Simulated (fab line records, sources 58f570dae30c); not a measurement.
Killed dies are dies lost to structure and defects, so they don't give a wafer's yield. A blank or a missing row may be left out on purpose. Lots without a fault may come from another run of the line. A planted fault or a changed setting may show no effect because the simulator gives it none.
A struck lot beside a sound one | flow berkeley_cmos170 | 19 steps out of a route of 331
Sound: wafers L465.2, L465.3, L465.6. Struck: wafers L470.3, L470.4, L470.5. The cause comes at the end.
At each step with rows: each side's tool, then ch and its chambers, then its first start. Under that, the readings that differ: sound wafers | struck wafers | difference of the means | sigmas: that difference in standard deviations of wafers without a fault.
alike: readings whose means differ by less than 2 such deviations, and words and numbers that are the same on both sides. not compared: withheld readings, readings that some wafer has no value for, bounds like >300 that may hide the same value, and numbers for which the record gives no deviation and whose values overlap.
The two part at a step that has a row with sigmas, a row that says differs or no value, or rows on one side only. Numbers that don't overlap but have no deviation are shown without sigmas and don't part them. A reading that every wafer of one side lacks parts them only if that side has two wafers or more.

first, 1 step without rows for these wafers: UCB170_M2_PRE_CLEAN_00 (preclean etch time 60 s).
UCB170_M2_SPUTTER_01: material Al, target thk 900 nm, time 120 s.
  sound on pvd_sputter-04, day 8 11:09; struck on pvd_sputter-04, day 10 02:01
  alike: throttle_valve_pct
UCB170_M2_RS_MEAS_02: measures by four-point-probe.
  sound on film_metro-02, day 8 11:15; struck on film_metro-04, day 10 02:08
  alike: M2_AL_RS
UCB170_M2_THK_MEAS_03: measures by xrf.
  sound on film_metro-02, day 8 11:22; struck on film_metro-04, day 10 02:14
  alike: M2_AL_THK
then, 3 steps without rows for these wafers: UCB170_M2_HMDS_04 (prime time 60 s); UCB170_M2_COAT_05 (resist thk 900 nm); UCB170_M2_SOFTBAKE_06 (time 60 s).
UCB170_M2_STRIP_07: strips in O2.
  sound on plasma_asher-03 ch 0, day 8 11:52; struck on plasma_asher-02 ch 0,1, day 10 02:53
  reading                      | sound             | struck            | difference | sigmas
  strip_time_to_endpoint_s (s) | 21.92 21.98 22.00 | 22.16 22.15 22.14 | +0.18      | +3
  alike: drypump_motor_current_A, oes_product_au
  not compared: rf_hours_counter_h
then, 4 steps without rows for these wafers: UCB170_M2_STRIP_08 (strips KrF in DMSO, time 600 s); UCB170_M2_COAT_09; UCB170_M2_COAT_10 (resist thk 900 nm); UCB170_M2_SOFTBAKE_11 (time 60 s).
UCB170_M2_EXPOSE_12: exposes mask METAL2, target cd 700 nm.
  sound on krf_scanner-01 ch 0, day 8 12:47; struck on krf_scanner-02 ch 0, day 10 03:39
  reading                    | sound                | struck            | difference | sigmas
  model.M2.overlay_x_nm (nm) | -6.328 -6.328 -6.328 | 234.8 234.8 234.8 | +241.1     |
  alike: mask
then, 2 steps without rows for these wafers: UCB170_M2_PEB_13; UCB170_M2_DEVELOP_14 (develop time 45 s).
UCB170_M2_CD_MEAS_15: target cd 700 nm.
  sound on cd_sem-01, day 8 13:25; struck on cd_sem-01, day 10 04:02
  reading    | sound             | struck            | difference | sigmas
  cd_nm (nm) | 702.9 702.1 700.7 | 697.8 698.0 698.4 | -3.8       | -2
UCB170_M2_OVL_MEAS_16:
  sound on overlay-02, day 8 13:32; struck on overlay-01, day 10 04:08
  reading     | sound      | struck      | difference | sigmas
  M2_OVL (nm) | -7 -10 -10 | 234 232 238 | +244       | +37
UCB170_M2_ETCH_17: etches BARC in N2/H2.
  sound on rie_diel-03 ch 2,3, day 8 13:34; struck on rie_diel-03 ch 2,3, day 10 04:09
  alike: drypump_motor_current_A, oes_product_au, throttle_valve_pct
UCB170_M3_PROBE_99:
  the record has rows for the struck wafers here (prober-01, day 10 11:02) and none for the sound ones

WHERE THEY PART
First at UCB170_M2_STRIP_07; last, within this record, at UCB170_M3_PROBE_99.

WHY: what the simulator had put in
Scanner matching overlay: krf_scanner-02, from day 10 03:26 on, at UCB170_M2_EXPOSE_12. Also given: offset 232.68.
